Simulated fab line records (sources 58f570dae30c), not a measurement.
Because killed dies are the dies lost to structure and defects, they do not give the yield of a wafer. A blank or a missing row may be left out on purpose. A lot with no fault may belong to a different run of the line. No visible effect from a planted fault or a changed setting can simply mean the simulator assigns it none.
Matching of chambers    flow berkeley cmos170    UCB170_V1_CMP_02 on cmp-02 has 4 sister chambers
The step polishes SiO2. 16 wafers are shown with their chamber, then 8 later ones without.

## EACH WAFER AND ITS CHAMBER
wafer   chamber  motor current A (A)  platen rpm (rpm)
L341.1  0        17.3                 59.98
L341.2  1        15.3                 60.01
L341.5  0        19.2                 60.01
L343.3  0        18.9                 59.94
L343.4  2        19.0                 59.99
L343.5  0        18.3                 59.94
L344.1  0        18.6                 59.97
L344.3  3        16.5                 60.02
L344.5  2        17.5                 59.99
L348.1  1        16.4                 60.00
L348.3  0        18.2                 59.98
L348.4  2        18.7                 60.00
L358.1  1        15.8                 60.05
L358.5  3        17.6                 60.04
L358.6  0        17.7                 59.97
L360.2  0        18.2                 59.92

SIGNATURES (averages over the wafers above)
reading          chamber 0  chamber 1  chamber 2  chamber 3  scatter within a chamber
motor current A  18.300     15.833     18.400     17.050     0.653
platen rpm       59.9637    60.0200    59.9933    60.0300    0.0249
Rule: for a wafer and a chamber, the distance is found by dividing, reading by reading, the gap between the wafer's reading and the chamber's mean by the reading's scatter, squaring, summing and taking the root. The wafer belongs to the nearest chamber; if the next one is less than 2 further off, it can't be placed. How the scatter is found: for the shown wafers, subtract from each reading the mean of its chamber, square and add these, divide the total by (wafers less chambers), then take the root.

## WAFERS WITHOUT THEIR CHAMBER
wafer   motor current A (A)  platen rpm (rpm)
L360.3  17.3                 60.00
L360.4  18.7                 59.98
L361.3  17.3                 59.97
L361.4  19.0                 60.01
L361.5  15.7                 59.92
L363.4  18.5                 59.99
L363.5  16.1                 59.99
L363.6  19.2                 59.96

## WHICH CHAMBER EACH ONE RAN IN
wafer   from the rows above                in truth
L360.3  can't be placed: 3 or 2 or 0 or 1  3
L360.4  can't be placed: 2 or 0            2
L361.3  can't be placed: 0 or 2 or 3 or 1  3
L361.4  can't be placed: 2 or 0 or 3       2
L361.5  can't be placed: 1 or 0 or 3 or 2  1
L363.4  can't be placed: 2 or 0            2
L363.5  can't be placed: 1 or 3            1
L363.6  can't be placed: 0 or 2            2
Correct placement for 0 of the 8. Can't be placed from these rows: 8 (the true chamber is among the candidates in 8). Number placed wrongly: 0.
